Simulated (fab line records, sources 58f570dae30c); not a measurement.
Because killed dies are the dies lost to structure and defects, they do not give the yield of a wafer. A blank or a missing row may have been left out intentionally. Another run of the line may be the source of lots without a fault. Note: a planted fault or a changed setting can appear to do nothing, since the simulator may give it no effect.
fab line records / flow berkeleyCmos170
record: lots: 14 wafers: 42 lastDay: 13
route steps=331 shown NWELL@28 PVT@121 GATE@139
lots that met no fault: from a run of the same line without faults
startH: hours from the record's first day to the start of the lot's first wafer shown / waitH: hours since the lot's step before / " the same as in the row above / L1.1+2: one row covering several wafers at once / - value missing, or start not given / * or withheld: withheld / < > ~ a bound
route shown NAME@n: NAME is a module with steps in the file, n the number in the route of the first one / usual: mean and standard deviation over wafers with no fault / same: alike in all rows / chamber/n: place in a boat / sites: readings site by site / _std_site: standard deviation of those values / _edge_site: inner sites' mean taken away from outer sites' mean / radiusMm: how far each site lies from the wafer's centre / mask NAME#n: copy n / behind: the tool/chamber that last shaped the wafer / hold: why the lot went on hold/how many hours it stayed there/how the hold came to an end / device: the n, p or np transistor that did not switch / end of line: the same wafers' tests at the end of the route / a step with no rows: only its recipe / killed: dies that structure and defects cost at the first sort, which is not the same as the wafer's yield / map: shows each die of a wafer: x if killed, . if not, _ if none is there
set.NAME: setting as actually run; set.NAME@STEP: the setting as run at that earlier step / model.NAME: the simulator's own value behind a step, which no gauge read
route steps across a sampled set of lots; one table per step, one row per wafer
services: when a tool's chamber went out of use (startH, in hours from the record's first day, below 0 if earlier), for how many hours, and the reason
== steps ==
step: UCB170_NWELL_IMPLANT_14
recipe: species: P doseCm2: 1e+13 energyKev: 150 tiltDeg: 7
usual: doseIonsCm2: 1e+13/1.1e+10 endStationPressureTorr: 5.05e-06/2.7e-07 tiltDeg: 6.995/0.02
lot.wafer=L233.3 tool=implanter-02 chamber=0 startH=49.47 waitH=0.1 doseIonsCm2=9.994e+12 endStationPressureTorr=5.29e-06 tiltDeg=6.942
lot.wafer=L233.4 tool=implanter-02 chamber=0 startH=49.47 waitH=0.1 doseIonsCm2=1.0002e+13 endStationPressureTorr=5.15e-06 tiltDeg=6.968
lot.wafer=L233.6 tool=implanter-02 chamber=0 startH=49.47 waitH=0.1 doseIonsCm2=9.989e+12 endStationPressureTorr=5.11e-06 tiltDeg=6.965
lot.wafer=L234.1 tool=implanter-02 chamber=0 startH=56.04 waitH=0.1 doseIonsCm2=1.0004e+13 endStationPressureTorr=5.27e-06 tiltDeg=7.004
lot.wafer=L234.2 tool=implanter-02 chamber=0 startH=56.04 waitH=0.1 doseIonsCm2=9.997e+12 endStationPressureTorr=5.22e-06 tiltDeg=7.007
lot.wafer=L234.4 tool=implanter-02 chamber=0 startH=56.04 waitH=0.1 doseIonsCm2=1.0002e+13 endStationPressureTorr=5.11e-06 tiltDeg=6.995
lot.wafer=L236.1 tool=implanter-02 chamber=0 startH=62.22 waitH=0.1 doseIonsCm2=9.987e+12 endStationPressureTorr=5.25e-06 tiltDeg=6.978
lot.wafer=L236.5 tool=implanter-02 chamber=0 startH=62.22 waitH=0.1 doseIonsCm2=9.983e+12 endStationPressureTorr=4.87e-06 tiltDeg=6.982
lot.wafer=L236.6 tool=implanter-02 chamber=0 startH=62.22 waitH=0.1 doseIonsCm2=9.996e+12 endStationPressureTorr=4.76e-06 tiltDeg=6.944
lot.wafer=L240.2 tool=implanter-02 chamber=0 startH=78.06 waitH=0.1 doseIonsCm2=9.974e+12 endStationPressureTorr=4.95e-06 tiltDeg=8.015
lot.wafer=L240.3 tool=implanter-02 chamber=0 startH=78.06 waitH=0.1 doseIonsCm2=9.972e+12 endStationPressureTorr=4.97e-06 tiltDeg=7.993
lot.wafer=L240.6 tool=implanter-02 chamber=0 startH=78.06 waitH=0.1 doseIonsCm2=9.989e+12 endStationPressureTorr=5.4e-06 tiltDeg=8.049
lot.wafer=L241.2 tool=implanter-04 chamber=0 startH=94.19 waitH=0.1 doseIonsCm2=9.995e+12 endStationPressureTorr=4.96e-06 tiltDeg=6.999
lot.wafer=L241.3 tool=implanter-04 chamber=0 startH=94.19 waitH=0.1 doseIonsCm2=9.998e+12 endStationPressureTorr=5.64e-06 tiltDeg=7.003
lot.wafer=L241.6 tool=implanter-04 chamber=0 startH=94.19 waitH=0.1 doseIonsCm2=9.997e+12 endStationPressureTorr=4.99e-06 tiltDeg=6.961
lot.wafer=L242.1 tool=implanter-02 chamber=0 startH=94.28 waitH=0.1 doseIonsCm2=1.0015e+13 endStationPressureTorr=4.98e-06 tiltDeg=8.022
lot.wafer=L242.4 tool=implanter-02 chamber=0 startH=94.28 waitH=0.1 doseIonsCm2=1.0003e+13 endStationPressureTorr=5.22e-06 tiltDeg=8.011
lot.wafer=L242.6 tool=implanter-02 chamber=0 startH=94.28 waitH=0.1 doseIonsCm2=9.995e+12 endStationPressureTorr=5.21e-06 tiltDeg=8.014
lot.wafer=L244.2 tool=implanter-01 chamber=0 startH=101.44 waitH=0.1 doseIonsCm2=9.99e+12 endStationPressureTorr=4.75e-06 tiltDeg=6.986
lot.wafer=L244.5 tool=implanter-01 chamber=0 startH=101.44 waitH=0.1 doseIonsCm2=9.988e+12 endStationPressureTorr=4.79e-06 tiltDeg=6.988
lot.wafer=L244.6 tool=implanter-01 chamber=0 startH=101.44 waitH=0.1 doseIonsCm2=1.0001e+13 endStationPressureTorr=5.12e-06 tiltDeg=6.975
lot.wafer=L246.2 tool=implanter-04 chamber=0 startH=113.58 waitH=0.1 doseIonsCm2=1.0006e+13 endStationPressureTorr=5.45e-06 tiltDeg=6.996
lot.wafer=L246.3 tool=implanter-04 chamber=0 startH=113.58 waitH=0.1 doseIonsCm2=1.0011e+13 endStationPressureTorr=4.81e-06 tiltDeg=6.994
lot.wafer=L246.5 tool=implanter-04 chamber=0 startH=113.58 waitH=0.1 doseIonsCm2=1.0001e+13 endStationPressureTorr=5.12e-06 tiltDeg=6.991
lot.wafer=L245.3 tool=implanter-01 chamber=0 startH=113.69 waitH=0.1 doseIonsCm2=1.0009e+13 endStationPressureTorr=5.29e-06 tiltDeg=7.004
lot.wafer=L245.4 tool=implanter-01 chamber=0 startH=113.69 waitH=0.1 doseIonsCm2=9.984e+12 endStationPressureTorr=4.77e-06 tiltDeg=7.027
lot.wafer=L245.6 tool=implanter-01 chamber=0 startH=113.69 waitH=0.1 doseIonsCm2=1.0013e+13 endStationPressureTorr=5.23e-06 tiltDeg=7.006
lot.wafer=L248.1 tool=implanter-04 chamber=0 startH=122.25 waitH=0.1 doseIonsCm2=1.0017e+13 endStationPressureTorr=4.64e-06 tiltDeg=7.031
lot.wafer=L248.2 tool=implanter-04 chamber=0 startH=122.25 waitH=0.1 doseIonsCm2=1.0012e+13 endStationPressureTorr=5.4e-06 tiltDeg=6.978
lot.wafer=L248.4 tool=implanter-04 chamber=0 startH=122.25 waitH=0.1 doseIonsCm2=1.0003e+13 endStationPressureTorr=4.91e-06 tiltDeg=7.031
lot.wafer=L250.1 tool=implanter-04 chamber=0 startH=131.55 waitH=0.1 doseIonsCm2=1.0018e+13 endStationPressureTorr=5.91e-06 tiltDeg=7.012
lot.wafer=L250.5 tool=implanter-04 chamber=0 startH=131.55 waitH=0.1 doseIonsCm2=1.0015e+13 endStationPressureTorr=5.28e-06 tiltDeg=6.976
lot.wafer=L250.6 tool=implanter-04 chamber=0 startH=131.55 waitH=0.1 doseIonsCm2=1.0003e+13 endStationPressureTorr=4.56e-06 tiltDeg=6.976
lot.wafer=L251.1 tool=implanter-04 chamber=0 startH=140.80 waitH=0.1 doseIonsCm2=9.998e+12 endStationPressureTorr=4.91e-06 tiltDeg=6.985
lot.wafer=L251.3 tool=implanter-04 chamber=0 startH=140.80 waitH=0.1 doseIonsCm2=9.986e+12 endStationPressureTorr=5.06e-06 tiltDeg=6.994
lot.wafer=L251.4 tool=implanter-04 chamber=0 startH=140.80 waitH=0.1 doseIonsCm2=9.979e+12 endStationPressureTorr=5.31e-06 tiltDeg=7.014
lot.wafer=L252.3 tool=implanter-04 chamber=0 startH=141.24 waitH=0.1 doseIonsCm2=1.0016e+13 endStationPressureTorr=5.24e-06 tiltDeg=7.005
lot.wafer=L252.4 tool=implanter-04 chamber=0 startH=141.24 waitH=0.1 doseIonsCm2=1.0002e+13 endStationPressureTorr=4.84e-06 tiltDeg=7.024
lot.wafer=L252.6 tool=implanter-04 chamber=0 startH=141.24 waitH=0.1 doseIonsCm2=9.996e+12 endStationPressureTorr=5.24e-06 tiltDeg=6.978
lot.wafer=L254.1 tool=implanter-01 chamber=0 startH=148.64 waitH=0.1 doseIonsCm2=9.986e+12 endStationPressureTorr=5.05e-06 tiltDeg=6.972
lot.wafer=L254.3 tool=implanter-01 chamber=0 startH=148.64 waitH=0.1 doseIonsCm2=9.995e+12 endStationPressureTorr=5.21e-06 tiltDeg=7.011
lot.wafer=L254.4 tool=implanter-01 chamber=0 startH=148.64 waitH=0.1 doseIonsCm2=1e+13 endStationPressureTorr=5.01e-06 tiltDeg=7.000
step: UCB170_NWELL_TW_MEAS_16
usual: NWELL_TW: 1240/17
lot.wafer=L233.3 tool=filmMetro-04 chamber=- startH=49.69 waitH=0.1 NWELL_TW=1256
lot.wafer=L233.4 tool=filmMetro-04 chamber=- startH=49.69 waitH=0.1 NWELL_TW=1263
lot.wafer=L233.6 tool=filmMetro-04 chamber=- startH=49.69 waitH=0.1 NWELL_TW=1256
lot.wafer=L234.1 tool=filmMetro-02 chamber=- startH=56.29 waitH=0.1 NWELL_TW=1221
lot.wafer=L234.2 tool=filmMetro-02 chamber=- startH=56.29 waitH=0.1 NWELL_TW=1226
lot.wafer=L234.4 tool=filmMetro-02 chamber=- startH=56.29 waitH=0.1 NWELL_TW=1220
lot.wafer=L236.1 tool=filmMetro-03 chamber=- startH=62.47 waitH=0.1 NWELL_TW=1265
lot.wafer=L236.5 tool=filmMetro-03 chamber=- startH=62.47 waitH=0.1 NWELL_TW=1265
lot.wafer=L236.6 tool=filmMetro-03 chamber=- startH=62.47 waitH=0.1 NWELL_TW=1267
lot.wafer=L240.2 tool=filmMetro-03 chamber=- startH=78.29 waitH=0.1 NWELL_TW=1241
lot.wafer=L240.3 tool=filmMetro-03 chamber=- startH=78.29 waitH=0.1 NWELL_TW=1249
lot.wafer=L240.6 tool=filmMetro-03 chamber=- startH=78.29 waitH=0.1 NWELL_TW=1246
lot.wafer=L241.2 tool=filmMetro-02 chamber=- startH=94.43 waitH=0.1 NWELL_TW=1229
lot.wafer=L241.3 tool=filmMetro-02 chamber=- startH=94.43 waitH=0.1 NWELL_TW=1230
lot.wafer=L241.6 tool=filmMetro-02 chamber=- startH=94.43 waitH=0.1 NWELL_TW=1233
lot.wafer=L242.1 tool=filmMetro-03 chamber=- startH=94.53 waitH=0.1 NWELL_TW=1250
lot.wafer=L242.4 tool=filmMetro-03 chamber=- startH=94.53 waitH=0.1 NWELL_TW=1252
lot.wafer=L242.6 tool=filmMetro-03 chamber=- startH=94.53 waitH=0.1 NWELL_TW=1246
lot.wafer=L244.2 tool=filmMetro-02 chamber=- startH=101.68 waitH=0.1 NWELL_TW=1224
lot.wafer=L244.5 tool=filmMetro-02 chamber=- startH=101.68 waitH=0.1 NWELL_TW=1226
lot.wafer=L244.6 tool=filmMetro-02 chamber=- startH=101.68 waitH=0.1 NWELL_TW=1230
lot.wafer=L246.2 tool=filmMetro-04 chamber=- startH=113.81 waitH=0.1 NWELL_TW=1262
lot.wafer=L246.3 tool=filmMetro-04 chamber=- startH=113.81 waitH=0.1 NWELL_TW=1260
lot.wafer=L246.5 tool=filmMetro-04 chamber=- startH=113.81 waitH=0.1 NWELL_TW=1256
lot.wafer=L245.3 tool=filmMetro-02 chamber=- startH=113.91 waitH=0.1 NWELL_TW=1224
lot.wafer=L245.4 tool=filmMetro-02 chamber=- startH=113.91 waitH=0.1 NWELL_TW=1229
lot.wafer=L245.6 tool=filmMetro-02 chamber=- startH=113.91 waitH=0.1 NWELL_TW=1227
lot.wafer=L248.1 tool=filmMetro-02 chamber=- startH=122.50 waitH=0.1 NWELL_TW=1232
lot.wafer=L248.2 tool=filmMetro-02 chamber=- startH=122.50 waitH=0.1 NWELL_TW=1227
lot.wafer=L248.4 tool=filmMetro-02 chamber=- startH=122.50 waitH=0.1 NWELL_TW=1232
lot.wafer=L250.1 tool=filmMetro-04 chamber=- startH=131.81 waitH=0.1 NWELL_TW=1265
lot.wafer=L250.5 tool=filmMetro-04 chamber=- startH=131.81 waitH=0.1 NWELL_TW=1261
lot.wafer=L250.6 tool=filmMetro-04 chamber=- startH=131.81 waitH=0.1 NWELL_TW=1261
lot.wafer=L251.1 tool=filmMetro-02 chamber=- startH=141.05 waitH=0.1 NWELL_TW=1222
lot.wafer=L251.3 tool=filmMetro-02 chamber=- startH=141.05 waitH=0.1 NWELL_TW=1221
lot.wafer=L251.4 tool=filmMetro-02 chamber=- startH=141.05 waitH=0.1 NWELL_TW=1231
lot.wafer=L252.3 tool=filmMetro-03 chamber=- startH=141.46 waitH=0.1 NWELL_TW=1257
lot.wafer=L252.4 tool=filmMetro-03 chamber=- startH=141.46 waitH=0.1 NWELL_TW=1256
lot.wafer=L252.6 tool=filmMetro-03 chamber=- startH=141.46 waitH=0.1 NWELL_TW=1252
lot.wafer=L254.1 tool=filmMetro-04 chamber=- startH=148.89 waitH=0.1 NWELL_TW=1256
lot.wafer=L254.3 tool=filmMetro-04 chamber=- startH=148.89 waitH=0.1 NWELL_TW=1262
lot.wafer=L254.4 tool=filmMetro-04 chamber=- startH=148.89 waitH=0.1 NWELL_TW=1256
step: UCB170_PVT_OVL_MEAS_06
usual: PVT_OVL: 2/5.8
lot.wafer=L233.3 tool=overlay-01 chamber=- startH=140.79 waitH=- PVT_OVL[nm]=10
lot.wafer=L233.4 tool=overlay-01 chamber=- startH=140.79 waitH=- PVT_OVL[nm]=10
lot.wafer=L233.6 tool=overlay-01 chamber=- startH=140.79 waitH=- PVT_OVL[nm]=3
lot.wafer=L234.1 tool=overlay-01 chamber=- startH=154.80 waitH=- PVT_OVL[nm]=-1
lot.wafer=L234.2 tool=overlay-01 chamber=- startH=154.80 waitH=- PVT_OVL[nm]=-2
lot.wafer=L234.4 tool=overlay-01 chamber=- startH=154.80 waitH=- PVT_OVL[nm]=-6
lot.wafer=L236.1 tool=overlay-01 chamber=- startH=155.42 waitH=- PVT_OVL[nm]=3
lot.wafer=L236.5 tool=overlay-01 chamber=- startH=155.42 waitH=- PVT_OVL[nm]=1
lot.wafer=L236.6 tool=overlay-01 chamber=- startH=155.42 waitH=- PVT_OVL[nm]=-3
lot.wafer=L240.2 tool=overlay-01 chamber=- startH=174.31 waitH=- PVT_OVL[nm]=6
lot.wafer=L240.3 tool=overlay-01 chamber=- startH=174.31 waitH=- PVT_OVL[nm]=-1
lot.wafer=L240.6 tool=overlay-01 chamber=- startH=174.31 waitH=- PVT_OVL[nm]=-1
lot.wafer=L241.2 tool=overlay-01 chamber=- startH=194.44 waitH=- PVT_OVL[nm]=-3
lot.wafer=L241.3 tool=overlay-01 chamber=- startH=194.44 waitH=- PVT_OVL[nm]=-7
lot.wafer=L241.6 tool=overlay-01 chamber=- startH=194.44 waitH=- PVT_OVL[nm]=-8
lot.wafer=L242.1 tool=overlay-01 chamber=- startH=194.71 waitH=- PVT_OVL[nm]=13
lot.wafer=L242.4 tool=overlay-01 chamber=- startH=194.71 waitH=- PVT_OVL[nm]=12
lot.wafer=L242.6 tool=overlay-01 chamber=- startH=194.71 waitH=- PVT_OVL[nm]=8
lot.wafer=L244.2 tool=overlay-01 chamber=- startH=202.02 waitH=- PVT_OVL[nm]=6
lot.wafer=L244.5 tool=overlay-01 chamber=- startH=202.02 waitH=- PVT_OVL[nm]=3
lot.wafer=L244.6 tool=overlay-01 chamber=- startH=202.02 waitH=- PVT_OVL[nm]=3
lot.wafer=L246.2 tool=overlay-02 chamber=- startH=210.31 waitH=- PVT_OVL[nm]=0
lot.wafer=L246.3 tool=overlay-02 chamber=- startH=210.31 waitH=- PVT_OVL[nm]=1
lot.wafer=L246.5 tool=overlay-02 chamber=- startH=210.31 waitH=- PVT_OVL[nm]=7
lot.wafer=L245.3 tool=overlay-02 chamber=- startH=211.15 waitH=- PVT_OVL[nm]=18
lot.wafer=L245.4 tool=overlay-02 chamber=- startH=211.15 waitH=- PVT_OVL[nm]=10
lot.wafer=L245.6 tool=overlay-02 chamber=- startH=211.15 waitH=- PVT_OVL[nm]=15
lot.wafer=L248.1 tool=overlay-01 chamber=- startH=227.60 waitH=- PVT_OVL[nm]=-1
lot.wafer=L248.2 tool=overlay-01 chamber=- startH=227.60 waitH=- PVT_OVL[nm]=-3
lot.wafer=L248.4 tool=overlay-01 chamber=- startH=227.60 waitH=- PVT_OVL[nm]=-1
lot.wafer=L250.1 tool=overlay-02 chamber=- startH=232.58 waitH=- PVT_OVL[nm]=8
lot.wafer=L250.5 tool=overlay-02 chamber=- startH=232.58 waitH=- PVT_OVL[nm]=12
lot.wafer=L250.6 tool=overlay-02 chamber=- startH=232.58 waitH=- PVT_OVL[nm]=12
lot.wafer=L252.3 tool=overlay-02 chamber=- startH=239.78 waitH=- PVT_OVL[nm]=-1
lot.wafer=L252.4 tool=overlay-02 chamber=- startH=239.78 waitH=- PVT_OVL[nm]=-1
lot.wafer=L252.6 tool=overlay-02 chamber=- startH=239.78 waitH=- PVT_OVL[nm]=-4
lot.wafer=L251.1 tool=overlay-01 chamber=- startH=240.24 waitH=- PVT_OVL[nm]=-7
lot.wafer=L251.3 tool=overlay-01 chamber=- startH=240.24 waitH=- PVT_OVL[nm]=-3
lot.wafer=L251.4 tool=overlay-01 chamber=- startH=240.24 waitH=- PVT_OVL[nm]=1
lot.wafer=L254.1 tool=overlay-01 chamber=- startH=248.16 waitH=- PVT_OVL[nm]=4
lot.wafer=L254.3 tool=overlay-01 chamber=- startH=248.16 waitH=- PVT_OVL[nm]=4
lot.wafer=L254.4 tool=overlay-01 chamber=- startH=248.16 waitH=- PVT_OVL[nm]=11
step: UCB170_GATE_OVL_MEAS_13
usual: GATE_OVL: 0/5.9
lot.wafer=L233.3 tool=overlay-01 chamber=- startH=158.51 waitH=0.1 GATE_OVL[nm]=-6
lot.wafer=L233.4 tool=overlay-01 chamber=- startH=158.51 waitH=0.1 GATE_OVL[nm]=-11
lot.wafer=L233.6 tool=overlay-01 chamber=- startH=158.51 waitH=0.1 GATE_OVL[nm]=-11
lot.wafer=L234.1 tool=overlay-01 chamber=- startH=171.97 waitH=0.1 GATE_OVL[nm]=-15
lot.wafer=L234.2 tool=overlay-01 chamber=- startH=171.97 waitH=0.1 GATE_OVL[nm]=-4
lot.wafer=L234.4 tool=overlay-01 chamber=- startH=171.97 waitH=0.1 GATE_OVL[nm]=5
lot.wafer=L236.1 tool=overlay-01 chamber=- startH=172.69 waitH=0.1 GATE_OVL[nm]=-3
lot.wafer=L236.5 tool=overlay-01 chamber=- startH=172.69 waitH=0.1 GATE_OVL[nm]=6
lot.wafer=L236.6 tool=overlay-01 chamber=- startH=172.69 waitH=0.1 GATE_OVL[nm]=2
lot.wafer=L240.2 tool=overlay-01 chamber=- startH=194.29 waitH=0.1 GATE_OVL[nm]=4
lot.wafer=L240.3 tool=overlay-01 chamber=- startH=194.29 waitH=0.1 GATE_OVL[nm]=5
lot.wafer=L240.6 tool=overlay-01 chamber=- startH=194.29 waitH=0.1 GATE_OVL[nm]=4
lot.wafer=L241.2 tool=overlay-02 chamber=- startH=216.04 waitH=0.1 GATE_OVL[nm]=8
lot.wafer=L241.3 tool=overlay-02 chamber=- startH=216.04 waitH=0.1 GATE_OVL[nm]=-6
lot.wafer=L241.6 tool=overlay-02 chamber=- startH=216.04 waitH=0.1 GATE_OVL[nm]=2
lot.wafer=L242.1 tool=overlay-01 chamber=- startH=216.28 waitH=0.1 GATE_OVL[nm]=10
lot.wafer=L242.4 tool=overlay-01 chamber=- startH=216.28 waitH=0.1 GATE_OVL[nm]=9
lot.wafer=L242.6 tool=overlay-01 chamber=- startH=216.28 waitH=0.1 GATE_OVL[nm]=4
lot.wafer=L244.2 tool=overlay-01 chamber=- startH=221.32 waitH=0.1 GATE_OVL[nm]=-7
lot.wafer=L244.5 tool=overlay-01 chamber=- startH=221.32 waitH=0.1 GATE_OVL[nm]=-4
lot.wafer=L244.6 tool=overlay-01 chamber=- startH=221.32 waitH=0.1 GATE_OVL[nm]=1
lot.wafer=L246.2 tool=overlay-02 chamber=- startH=221.56 waitH=0.1 GATE_OVL[nm]=-6
lot.wafer=L246.3 tool=overlay-02 chamber=- startH=221.56 waitH=0.1 GATE_OVL[nm]=-10
lot.wafer=L246.5 tool=overlay-02 chamber=- startH=221.56 waitH=0.1 GATE_OVL[nm]=0
lot.wafer=L245.3 tool=overlay-02 chamber=- startH=221.93 waitH=0.1 GATE_OVL[nm]=-3
lot.wafer=L245.4 tool=overlay-02 chamber=- startH=221.93 waitH=0.1 GATE_OVL[nm]=7
lot.wafer=L245.6 tool=overlay-02 chamber=- startH=221.93 waitH=0.1 GATE_OVL[nm]=10
lot.wafer=L248.1 tool=overlay-02 chamber=- startH=242.23 waitH=0.1 GATE_OVL[nm]=5
lot.wafer=L248.2 tool=overlay-02 chamber=- startH=242.23 waitH=0.1 GATE_OVL[nm]=-1
lot.wafer=L248.4 tool=overlay-02 chamber=- startH=242.23 waitH=0.1 GATE_OVL[nm]=-4
lot.wafer=L250.1 tool=overlay-02 chamber=- startH=248.65 waitH=0.1 GATE_OVL[nm]=4
lot.wafer=L250.5 tool=overlay-02 chamber=- startH=248.65 waitH=0.1 GATE_OVL[nm]=3
lot.wafer=L250.6 tool=overlay-02 chamber=- startH=248.65 waitH=0.1 GATE_OVL[nm]=-2
lot.wafer=L251.1 tool=overlay-01 chamber=- startH=253.66 waitH=0.1 GATE_OVL[nm]=0
lot.wafer=L251.3 tool=overlay-01 chamber=- startH=253.66 waitH=0.1 GATE_OVL[nm]=-3
lot.wafer=L251.4 tool=overlay-01 chamber=- startH=253.66 waitH=0.1 GATE_OVL[nm]=3
lot.wafer=L252.3 tool=overlay-02 chamber=- startH=253.68 waitH=0.1 GATE_OVL[nm]=7
lot.wafer=L252.4 tool=overlay-02 chamber=- startH=253.68 waitH=0.1 GATE_OVL[nm]=7
lot.wafer=L252.6 tool=overlay-02 chamber=- startH=253.68 waitH=0.1 GATE_OVL[nm]=11
lot.wafer=L254.1 tool=overlay-02 chamber=- startH=262.44 waitH=0.1 GATE_OVL[nm]=-2
lot.wafer=L254.3 tool=overlay-02 chamber=- startH=262.44 waitH=0.1 GATE_OVL[nm]=-2
lot.wafer=L254.4 tool=overlay-02 chamber=- startH=262.44 waitH=0.1 GATE_OVL[nm]=-5
== services ==
tool=implanter-02 chamber=- startH=38.79 hours=6.9 kind=pm
tool=implanter-02 chamber=- startH=88.80 hours=2.2 kind=repair
tool=implanter-04 chamber=- startH=89.63 hours=1.3 kind=repair
tool=implanter-04 chamber=- startH=96.28 hours=6.4 kind=pm
== key ==
firstSign: step: UCB170_NWELL_IMPLANT_14 reading: tiltDeg direction: up sigmas: 50 usual: 6.995 struck: 8.017
effect none on later readings
metAt UCB170_NWELL_IMPLANT_14
struckLots L240,L242
sortLeftOut L240.2,L240.3,L240.6
testerLeftOut L240,L242
notActingAt UCB170_NWELL_TW_MEAS_16,UCB170_PVT_OVL_MEAS_06,UCB170_GATE_OVL_MEAS_13
onsetBetween 62.22 78.06
fault: kind: processParameterDrift tool: implanter-02 chamber: - onsetH: 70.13 steps: UCB170_NWELL_IMPLANT_14 channel: tiltDeg offset: 1.0018 shape: step endH: 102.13 actsIn: theseRecipesOnly stated: 7
testerLeftOut: of these lots the tester's yield and bins aren't shown, on N5 and GAA mostly nor the transistor test; their killed dies are dies lost to structure and defects alone, not to doping, threshold or leakage, so they don't give the yield
sortLeftOut: the simulated sort isn't trusted on such a fault, so these wafers' sort isn't shown, and their yield isn't known
